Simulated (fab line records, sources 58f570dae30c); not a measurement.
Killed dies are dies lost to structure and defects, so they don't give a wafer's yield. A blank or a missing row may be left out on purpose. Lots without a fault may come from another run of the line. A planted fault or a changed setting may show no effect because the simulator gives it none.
fab line records | flow berkeley_cmos170 | part 2 of 2: steps 26 to 36 of 36
record lots=5 wafers=15 last_day=11
route steps=331 shown NWELL@30 PWELL@34 WELLDRIVE@55 ACTIVE@60
lots that met no fault: from a run of the same line without faults
start_h: hours from the record's first day to the start of the lot's first wafer shown | wait_h: hours since the lot's step before | " the same as in the row above | L1.1+2: a row that stands for several wafers | - no value, or no start given | * or withheld: withheld | < > ~ a bound
route shown NAME@n: a module of which the file shows steps, and the number in the route of the first | usual: mean/standard deviation of fault-free wafers | same: alike in all rows | chamber/n: place in a boat | sites: the reading at each site | _std_site: their standard deviation | _edge_site: outer sites' mean less inner sites' | radius_mm: how far each site lies from the wafer's centre | mask NAME#n: copy n | behind: the tool/chamber that last shaped the wafer | hold: why the lot was held/for how many hours/how that ended | device: the transistor (n, p or np) that didn't switch | end of line: the same wafers' tests at the end of the route | a step without rows: its recipe alone | killed: dies lost to structure and defects at the first sort, not the wafer's yield | map: a wafer's dies, x killed, . not, _ none there
set.NAME: the setting as run; set.NAME@STEP: as run at that earlier step | model.NAME: the simulator's own value behind a step, which no gauge read
lots at some steps of the route; a table a step, a row a wafer
services: from which hour (start_h, from the record's first day; less than 0 if before it) a tool's chamber was out of use, for how many hours, and why
## steps
# step UCB170_WELLDRIVE_CLEAN_00
# recipe chemistry=SPM temp_c=120 time_s=600
# usual bath_guard_temp_C=120.3/0.49 temp_c=119.97/0.13
# columns lot.wafer tool chamber start_h wait_h bath_guard_temp_C temp_c
L077.3 wet_bench-04 3 64.58 0.0 120.8 119.83
L077.4 " 3 " " 120.8 119.73
L077.6 " 3 " " 120.9 119.67
L080.1 wet_bench-04 1 79.85 0.0 119.9 120.16
L080.2 " 1 " " 119.8 120.11
L080.6 " 1 " " 120.2 119.96
L081.1 wet_bench-02 0 91.72 0.4 120.1 120.03
L081.4 " 0 " " 119.5 119.93
L081.5 " 0 " " 119.6 119.95
L091.1 wet_bench-04 3 140.09 0.0 120.6 119.82
L091.2 " 3 " " 120.7 119.83
L091.4 " 3 " " 121.1 119.81
L096.3 wet_bench-02 1 156.91 0.0 119.5 120.09
L096.4 " 1 " " 120.0 119.93
L096.5 " 1 " " 119.8 119.91
# step UCB170_WELLDRIVE_OXIDATION_01
# recipe temp_c=1100 ambient=O2 target_thk_a=1990 ox_time_s=9000
# usual ox_temp_c=1099.9/0.48
# columns lot.wafer tool chamber start_h wait_h ox_temp_c
L077.3 furnace-04 0 67.01 2.3 1100.3
L077.4 " 0 " " 1100.7
L077.6 " 0 " " 1099.5
L080.1 furnace-04 0 82.98 2.9 1099.1
L080.2 " 0 " " 1099.1
L080.6 " 0 " " 1099.0
L081.1 furnace-03 0 95.20 3.3 1099.7
L081.4 " 0 " " 1099.5
L081.5 " 0 " " 1099.4
L091.1 furnace-03 0 141.43 1.2 1099.7
L091.2 " 0 " " 1099.8
L091.4 " 0 " " 1099.9
L096.3 furnace-04 0 161.31 4.2 1100.7
L096.4 " 0 " " 1100.1
L096.5 " 0 " " 1099.2
# step UCB170_WELLDRIVE_THK_MEAS_02
# recipe reads=SiO2_of_WELLDRIVE_OXIDATION_01
# usual WELLDRIVE_OXIDE_THK=198.4/2.7
# columns lot.wafer tool chamber start_h wait_h WELLDRIVE_OXIDE_THK[nm]
L077.3 film_metro-01 - 70.53 0.0 200.2
L077.4 " - " " 198.7
L077.6 " - " " 199.0
L080.1 film_metro-02 - 86.48 0.0 197.5
L080.2 " - " " 199.9
L080.6 " - " " 199.4
L081.1 film_metro-01 - 98.70 0.0 198.0
L081.4 " - " " 194.3
L081.5 " - " " 195.5
L091.1 film_metro-03 - 144.93 0.0 202.8
L091.2 " - " " 199.9
L091.4 " - " " 197.4
L096.3 film_metro-03 - 164.83 0.0 198.2
L096.4 " - " " 200.6
L096.5 " - " " 195.2
# step UCB170_WELLDRIVE_ANNEAL_03
# recipe temp_c=1100 time_s=900 ambient=N2
# columns lot.wafer tool chamber start_h wait_h
L077.3+4+6 furnace-04 0 73.53 3.0
L080.1+2+6 furnace-01 0 88.58 2.1
L081.1+4+5 furnace-01 0 99.73 1.0
L091.1+2+4 furnace-03 0 146.28 1.3
L096.3+4+5 furnace-04 0 167.66 2.8
# step UCB170_WELLDRIVE_WET_ETCH_04
# recipe chemistry=BOE dilution=5:1 target=SiO2 temp_c=25 time_s=120
# usual temp_c=25.00/0.11
# columns lot.wafer tool chamber start_h wait_h temp_c
L077.3 wet_bench-04 1 75.72 0.9 25.12
L077.4 " 1 " " 25.05
L077.6 " 1 " " 25.10
L080.1 wet_bench-01 3 89.83 0.0 24.85
L080.2 " 3 " " 24.87
L080.6 " 3 " " 24.89
L081.1 wet_bench-04 3 100.98 0.0 25.00
L081.4 " 3 " " 25.05
L081.5 " 3 " " 25.08
L091.1 wet_bench-04 1 148.43 0.9 24.95
L091.2 " 1 " " 25.01
L091.4 " 1 " " 25.08
L096.3 wet_bench-02 1 168.91 0.0 24.90
L096.4 " 1 " " 24.92
L096.5 " 1 " " 25.11
# step UCB170_ACTIVE_CLEAN_00
# recipe chemistry=SPM temp_c=120 time_s=600
# usual bath_guard_temp_C=120.2/0.51 temp_c=119.99/0.12
# columns lot.wafer tool chamber start_h wait_h bath_guard_temp_C temp_c
L077.3 wet_bench-02 0 75.80 0.0 119.9 120.06
L077.4 " 0 " " 119.8 120.04
L077.6 " 0 " " 119.6 120.08
L080.1 wet_bench-01 2 89.87 0.0 120.7 119.94
L080.2 " 2 " " 120.5 120.13
L080.6 " 2 " " 120.3 119.75
L081.1 wet_bench-02 3 101.02 0.0 120.5 119.77
L081.4 " 3 " " 120.3 119.87
L081.5 " 3 " " 120.5 119.82
L091.1 wet_bench-04 1 148.66 0.2 120.2 120.05
L091.2 " 1 " " 120.0 120.05
L091.4 " 1 " " 119.7 120.09
L096.3 wet_bench-04 3 168.95 0.0 120.8 120.05
L096.4 " 3 " " 120.9 120.07
L096.5 " 3 " " 120.8 120.00
# step UCB170_ACTIVE_CLEAN_01
# recipe chemistry=dHF dilution=25:1 time_s=60
# columns lot.wafer tool chamber start_h wait_h
L077.3+4+6 wet_bench-02 0 76.21 0.2
L080.1+2+6 wet_bench-01 0 90.22 0.2
L081.1+4+5 wet_bench-04 0 101.21 0.0
L091.1+2+4 wet_bench-04 3 149.01 0.2
L096.3+4+5 wet_bench-02 3 169.12 0.0
# step UCB170_ACTIVE_OXIDATION_02
# recipe temp_c=1000 ambient=O2 target_thk_a=264 ox_time_s=1260
# usual ox_temp_c=1000.0/0.42
# columns lot.wafer tool chamber start_h wait_h ox_temp_c
L077.3 furnace-04 0 77.36 1.1 999.5
L077.4 " 0 " " 1000.1
L077.6 " 0 " " 999.3
L080.1 furnace-02 0 93.73 3.5 1000.6
L080.2 " 0 " " 1001.4
L080.6 " 0 " " 1000.3
L081.1 furnace-02 0 103.28 2.0 999.9
L081.4 " 0 " " 1000.0
L081.5 " 0 " " 1000.5
L091.1 furnace-02 0 150.68 1.6 1000.0
L091.2 " 0 " " 1000.3
L091.4 " 0 " " 999.9
L096.3 furnace-03 0 173.73 4.6 999.9
L096.4 " 0 " " 1000.1
L096.5 " 0 " " 999.5
# step UCB170_ACTIVE_THK_MEAS_03
# recipe reads=SiO2_of_ACTIVE_OXIDATION_02
# usual ACTIVE_OXIDE_THK=26.4/0.48
# columns lot.wafer tool chamber start_h wait_h ACTIVE_OXIDE_THK[nm]
L077.3 film_metro-03 - 78.73 0.0 26.6
L077.4 " - " " 26.8
L077.6 " - " " 26.8
L080.1 film_metro-04 - 95.08 0.0 27.0
L080.2 " - " " 26.4
L080.6 " - " " 26.8
L081.1 film_metro-04 - 104.63 0.0 26.7
L081.4 " - " " 27.2
L081.5 " - " " 27.0
L091.1 film_metro-02 - 152.03 0.0 25.5
L091.2 " - " " 25.6
L091.4 " - " " 25.5
L096.3 film_metro-03 - 175.10 0.0 25.6
L096.4 " - " " 26.3
L096.5 " - " " 26.1
# step UCB170_ACTIVE_ANNEAL_04
# recipe temp_c=1000 time_s=900 ambient=N2
# columns lot.wafer tool chamber start_h wait_h
L077.3+4+6 furnace-03 0 79.51 0.8
L080.1+2+6 furnace-02 0 97.83 2.7
L081.1+4+5 furnace-02 0 107.21 2.6
L091.1+2+4 furnace-04 0 154.46 2.4
L096.3+4+5 furnace-02 0 179.59 4.5
# step UCB170_ACTIVE_CVD_05
# recipe material=Si3N4 target_thk_nm=220 temp_c=800 precursor=SiH2Cl2/NH3 time_s=3300 pressure_mtorr=200 sih2cl2_flow_sccm=25 nh3_flow_sccm=75
# columns lot.wafer tool chamber start_h wait_h
L077.3+4+6 lpcvd-01 0 80.76 0.0
L080.1+2+6 lpcvd-01 1 99.08 0.0
L081.1+4+5 lpcvd-02 1 108.57 0.1
L091.1+2+4 lpcvd-02 0 155.71 0.0
L096.3+4+5 lpcvd-01 1 180.84 0.0
## services
# columns tool chamber start_h hours kind
wet_bench-01 - 27.60 3.6 repair
implanter-04 - 32.61 2.4 repair
furnace-02 - 35.32 6.6 repair
krf_scanner-02 - 36.55 0.5 repair
krf_scanner-02 - 42.23 1.5 repair
krf_scanner-02 - 43.93 1.0 pm
implanter-04 - 52.03 1.8 repair
lpcvd-02 - 82.52 1.3 repair
furnace-01 - 91.16 3.9 pm
furnace-04 - 92.18 3.6 pm
rie_diel-02 3 93.00 10.1 repair
rie_diel-02 1 97.50 5.1 repair
krf_scanner-02 - 107.83 0.5 repair
rie_diel-02 - 111.71 2.8 pm
implanter-04 - 114.78 19.6 repair
krf_scanner-02 - 117.24 0.8 pm
furnace-03 - 119.72 2.9 pm
lpcvd-02 - 140.94 6.0 pm
furnace-01 - 149.92 3.2 pm
krf_scanner-02 - 150.61 1.3 pm
furnace-02 - 157.29 18.3 pm
furnace-03 - 159.53 4.1 pm
krf_scanner-02 - 165.43 0.9 repair
krf_scanner-02 - 178.76 0.4 repair
